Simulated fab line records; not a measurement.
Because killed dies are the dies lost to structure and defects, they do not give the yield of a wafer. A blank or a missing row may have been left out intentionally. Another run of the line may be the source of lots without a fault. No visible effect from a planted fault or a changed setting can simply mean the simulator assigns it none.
Struck lot and sound lot, side by side + flow berkeley cmos170 + 44 steps out of a route of 331
Sound: the wafers L463.1, L463.3, L463.4. Struck: wafers L475.2, L475.4, L475.5. Last of all comes the cause.
Per side, at each step with rows, come the tool, then ch with its chambers, and then its first start. Under that, the readings that differ: sound wafers + struck wafers + difference of the means + sigmas: that difference in standard deviations of wafers without a fault.
alike: readings whose means differ by less than 2 such deviations, and words and numbers that are the same on both sides. not compared: withheld readings, readings that some wafer has no value for, bounds like >300 that may hide the same value, and numbers for which the record gives no deviation and whose values overlap.
A row with sigmas, a row that says differs or no value, or rows on one side alone: a step with any of these is where the two part. Numbers that have no deviation but don't overlap get no sigmas and don't part them. A reading missing from all wafers of one side parts the sides only when that side holds two or more wafers.

UCB170_GATE_STRIP_16: strips in O2.
  sound on plasma asher-02 ch 0,1, day 6 14:37; struck on plasma asher-02 ch 1, day 9 13:44
  alike: drypump motor current A, oes product au
  not compared: rf hours counter h
UCB170_GATE_CD_MEAS_90: the cd target is 350 nm.
  sound: cd sem-02 at day 6 14:43; struck: cd sem-02 at day 9 13:51
| reading    | sound             | struck            | difference | sigmas |
|------------|-------------------|-------------------|------------|--------|
| cd nm (nm) | 349.2 348.4 349.7 | 353.1 352.9 353.0 | +3.9       | +3     |
then, 7 steps without rows for these wafers: UCB170_GATE_CLEAN_17 (cleans in SPM, time 600 s); UCB170_PLDD_HMDS_00 (prime time 60 s); UCB170_PLDD_COAT_01 (resist thk 900 nm); UCB170_PLDD_SOFTBAKE_02 (time 60 s); UCB170_PLDD_EXPOSE_03 (exposes mask PSELECT, target cd 1200 nm); UCB170_PLDD_PEB_04; UCB170_PLDD_DEVELOP_05 (develop time 45 s).
UCB170_PLDD_CD_MEAS_06: the cd target is 1200 nm.
  sound: cd sem-01 at day 6 16:38; struck: cd sem-02 at day 9 17:10
  alike: cd nm
UCB170_PLDD_OVL_MEAS_07:
  sound: overlay-01 at day 6 16:46; struck: overlay-01 at day 9 17:16
  alike: PLDD_OVL
after that, 1 step had no rows for these wafers: UCB170_PLDD_IMPLANT_08.
UCB170_PLDD_IMPLANT_09:
  sound on implanter-04 ch 0, day 6 16:56; struck on implanter-04 ch 0, day 9 17:29
| reading                   | sound             | struck            | difference | sigmas |
|---------------------------|-------------------|-------------------|------------|--------|
| implant ion amu           | 49 49 49          | 11 11 11          | -38        |        |
| model.implant.rp nm (nm)  | 10.04 10.04 10.04 | 32.82 32.82 32.82 | +22.78     |        |
| model.implant.drp nm (nm) | 6.005 6.005 6.005 | 17.11 17.11 17.11 | +11.11     |        |
  alike: tilt deg
UCB170_PLDD_STRIP_10: strips in O2.
  sound on plasma asher-03 ch 0,1, day 6 17:05; struck on plasma asher-01 ch 0,1, day 9 17:36
  alike: drypump motor current A, oes product au, strip time to endpoint s
  not compared: rf hours counter h
UCB170_PLDD_TW_MEAS_11:
  sound: film metro-02 at day 6 17:11; struck: film metro-02 at day 9 17:43
| reading | sound          | struck      | difference | sigmas |
|---------|----------------|-------------|------------|--------|
| PLDD_TW | 1021 1020 1022 | 883 886 892 | -134       | -20    |
then, 7 steps without rows for these wafers: UCB170_PLDD_CLEAN_12 (cleans in SPM, time 600 s); UCB170_NLDD_HMDS_00 (prime time 60 s); UCB170_NLDD_COAT_01 (resist thk 900 nm); UCB170_NLDD_SOFTBAKE_02 (time 60 s); UCB170_NLDD_EXPOSE_03 (exposes mask NSELECT, target cd 1200 nm); UCB170_NLDD_PEB_04; UCB170_NLDD_DEVELOP_05 (develop time 45 s).
UCB170_NLDD_CD_MEAS_06: the cd target is 1200 nm.
  sound: cd sem-02 at day 6 21:24; struck: cd sem-01 at day 9 19:04
  alike: cd nm
UCB170_NLDD_OVL_MEAS_07:
  sound: overlay-01 at day 6 21:31; struck: overlay-02 at day 9 19:10
  alike: NLDD_OVL
then, 2 steps without rows for these wafers: UCB170_NLDD_IMPLANT_08; UCB170_NLDD_IMPLANT_09.
UCB170_NLDD_STRIP_10: strips in O2.
  sound on plasma asher-01 ch 0,1, day 6 21:52; struck on plasma asher-01 ch 0,1, day 9 19:30
  alike: drypump motor current A, oes product au, strip time to endpoint s
  not compared: rf hours counter h
UCB170_NLDD_TW_MEAS_11:
  sound: film metro-04 at day 6 21:58; struck: film metro-04 at day 9 19:37
  alike: NLDD_TW
then, 1 step without rows for these wafers: UCB170_NLDD_CLEAN_12 (cleans in SPM, time 600 s).
UCB170_SPACER_CVD_00: deposits SiO2 from TEOS/O2, target thk 376 nm, time 47 s.
  sound on pecvd-02 ch 0,1, day 6 22:15; struck on pecvd-02 ch 0,1,2, day 9 19:50
  alike: heater power w, rf fwd power W
UCB170_SPACER_THK_MEAS_01:
  sound: film metro-02 at day 6 22:17; struck: film metro-01 at day 9 19:53
  alike: SPACER_TEOS_THK
then, 1 step without rows for these wafers: UCB170_SPACER_ANNEAL_02 (time 1800 s).
UCB170_SPACER_ETCHBACK_03: etches SiO2 in CHF3/CF4/Ar, stops on Si, target depth 376 nm, time 100 s.
  sound on rie diel-03 ch 0,1,3, day 7 03:00; struck on rie diel-02 ch 0,2, day 10 00:24
  alike: cf4 flow sccm, drypump motor current A, oes product au, rf fwd power W, throttle valve pct
  not compared: rf hours counter h
then, 6 steps without rows for these wafers: UCB170_PSD_HMDS_00 (prime time 60 s); UCB170_PSD_COAT_01 (resist thk 900 nm); UCB170_PSD_SOFTBAKE_02 (time 60 s); UCB170_PSD_EXPOSE_03 (exposes mask PSELECT MOD, target cd 1200 nm); UCB170_PSD_PEB_04; UCB170_PSD_DEVELOP_05 (develop time 45 s).
UCB170_PSD_CD_MEAS_06: the cd target is 1200 nm.
  sound: cd sem-01 at day 7 04:58; struck: cd sem-01 at day 10 02:23
  alike: cd nm
UCB170_PSD_OVL_MEAS_07:
  sound: overlay-01 at day 7 05:05; struck: overlay-02 at day 10 02:30
  alike: PSD_OVL
after that, 1 step had no rows for these wafers: UCB170_PSD_IMPLANT_08.
UCB170_SDANNEAL_RS_MEAS_04: measures by four-point-probe.
  sound: film metro-02 at day 7 09:52; struck: film metro-01 at day 10 07:23
| reading          | sound                | struck            | difference | sigmas |
|------------------|----------------------|-------------------|------------|--------|
| PLDD_RS (ohm/sq) | 1031.2 1028.0 1031.3 | 926.6 929.5 931.0 | -101.1     | -36    |
UCB170_M3_PROBE_99:
  rows exist in the record for the sound wafers here (prober-01, day 8 08:58), none for the struck ones

== WHERE THEY PART ==
At UCB170_GATE_CD_MEAS_90 first; at UCB170_M3_PROBE_99 last (within this record only).

WHY: what the simulator had put in
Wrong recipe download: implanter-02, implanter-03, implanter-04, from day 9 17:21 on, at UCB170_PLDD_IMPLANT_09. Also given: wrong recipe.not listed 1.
